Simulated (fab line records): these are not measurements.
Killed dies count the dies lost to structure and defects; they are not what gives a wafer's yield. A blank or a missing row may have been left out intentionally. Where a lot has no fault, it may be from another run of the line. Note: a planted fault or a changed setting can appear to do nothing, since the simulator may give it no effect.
Comparing a struck lot with a sound one + flow berkeley_cmos170 + 20 steps out of a route of 331
Sound: wafers L757.1, L757.3, L757.4. Struck: wafers L774.2, L774.4, L774.5. Last of all comes the cause.
Per side, at each step with rows, come the tool, then ch with its chambers, and then its first start. Under that, the readings that differ: sound wafers + struck wafers + difference of the means + sigmas: that difference in standard deviations of wafers without a fault.
alike: readings with means less than 2 such deviations apart, plus words and numbers identical on both sides. not compared: withheld readings, readings lacking a value on some wafer, bounds such as >300 that could conceal the same value, and numbers that have no deviation in the record and whose values overlap.
Wherever a step has rows on one side only, a row that says differs or no value, or a row with sigmas, the two part there. Numbers that have no deviation but don't overlap get no sigmas and don't part them. Lack of a reading on every wafer of one side parts them only where that side has two or more wafers.

first, 1 step without rows for these wafers: UCB170_M3_PRE_CLEAN_00 (preclean etch time 60 s).
UCB170_M3_SPUTTER_01: material Al, target thk 900 nm, time 120 s.
  sound: pvd_sputter-04 at day 8 02:13; struck: pvd_sputter-02 at day 11 10:24
  alike: cathode_dc_power_W, throttle_valve_pct
UCB170_M3_RS_MEAS_02: measurement is done with a four-point probe.
  sound: film_metro-04 at day 8 02:18; struck: film_metro-01 at day 11 10:30
  alike: M3_AL_RS
UCB170_M3_THK_MEAS_03: measures by xrf.
  sound: film_metro-04 at day 8 02:25; struck: film_metro-01 at day 11 10:37
  alike: M3_AL_THK
then, 3 steps without rows for these wafers: UCB170_M3_HMDS_04 (prime time 60 s); UCB170_M3_COAT_05 (resist thk 900 nm); UCB170_M3_SOFTBAKE_06 (time 60 s).
UCB170_M3_STRIP_07: strips in O2.
  sound on plasma_asher-04 ch 0,1, day 8 03:45; struck on plasma_asher-04 ch 0,1, day 11 11:32
  alike: drypump_motor_current_A, oes_product_au, strip_time_to_endpoint_s
  not compared: rf_hours_counter_h
then, 4 steps without rows for these wafers: UCB170_M3_STRIP_08 (strips KrF in DMSO, time 600 s); UCB170_M3_COAT_09; UCB170_M3_COAT_10 (resist thk 900 nm); UCB170_M3_SOFTBAKE_11 (time 60 s).
UCB170_M3_EXPOSE_12: exposes mask METAL3, target cd 700 nm.
  sound on krf_scanner-01 ch 0, day 8 06:16; struck on krf_scanner-02 ch 0, day 11 13:04
| reading              | sound             | struck            | difference | sigmas |
|----------------------|-------------------|-------------------|------------|--------|
| exposure_dose_mJ_cm2 | 25.97 25.96 25.98 | 27.02 27.04 26.98 | +1.04      | +8     |
  alike: mask
then, 2 steps without rows for these wafers: UCB170_M3_PEB_13; UCB170_M3_DEVELOP_14 (develop time 45 s).
UCB170_M3_CD_MEAS_15: the cd target is 700 nm.
  sound: cd_sem-01 at day 8 07:39; struck: cd_sem-01 at day 11 13:52
| reading    | sound             | struck            | difference | sigmas |
|------------|-------------------|-------------------|------------|--------|
| cd_nm (nm) | 701.3 703.1 702.2 | 693.9 695.2 693.4 | -8.0       | -6     |
UCB170_M3_OVL_MEAS_16:
  sound: overlay-01 at day 8 07:46; struck: overlay-02 at day 11 13:59
  alike: M3_OVL
UCB170_M3_ETCH_17: etches BARC in N2/H2.
  sound on rie_diel-02 ch 0,1,3, day 8 07:49; struck on rie_diel-01 ch 0,2,3, day 11 14:01
| reading             | sound             | struck            | difference | sigmas |
|---------------------|-------------------|-------------------|------------|--------|
| model.M3.cd_nm (nm) | 701.4 702.7 702.8 | 693.9 694.9 693.8 | -8.1       |        |
  alike: bias_w, drypump_motor_current_A, oes_product_au, throttle_valve_pct
UCB170_M3_METAL_ETCH_18: etches Al in Cl2/BCl3, stops on SiO2, target depth 1170 nm, time 195 s.
  sound on rie_metal-02 ch 0,1, day 8 07:51; struck on rie_metal-01 ch 1, day 11 14:03
| reading                | sound             | struck            | difference | sigmas |
|------------------------|-------------------|-------------------|------------|--------|
| throttle_valve_pct (%) | 24.26 24.27 24.36 | 24.61 24.60 24.61 | +0.31      | +2     |
| model.M3.cd_nm (nm)    | 699.3 702.2 705.7 | 690.8 692.5 689.6 | -11.4      |        |
  alike: bias_w, drypump_motor_current_A, mfc_cl2_sccm, oes_product_au
  not compared: rf_hours_counter_h
UCB170_M3_STRIP_19: strips in O2.
  sound on plasma_asher-01 ch 0,1, day 8 08:02; struck on plasma_asher-01 ch 0,1, day 11 14:14
  alike: drypump_motor_current_A, oes_product_au
  not compared: rf_hours_counter_h

WHERE THEY PART
Last at UCB170_M3_METAL_ETCH_18 as far as this record goes, first at UCB170_M3_EXPOSE_12. Later steps at which nothing parts them and some readings are alike: UCB170_M3_STRIP_19.

WHY: what had been put in by the simulator
Process parameter drift: krf_scanner-02, from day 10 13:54 on, at UCB170_M3_EXPOSE_12. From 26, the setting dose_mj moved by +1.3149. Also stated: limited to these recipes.
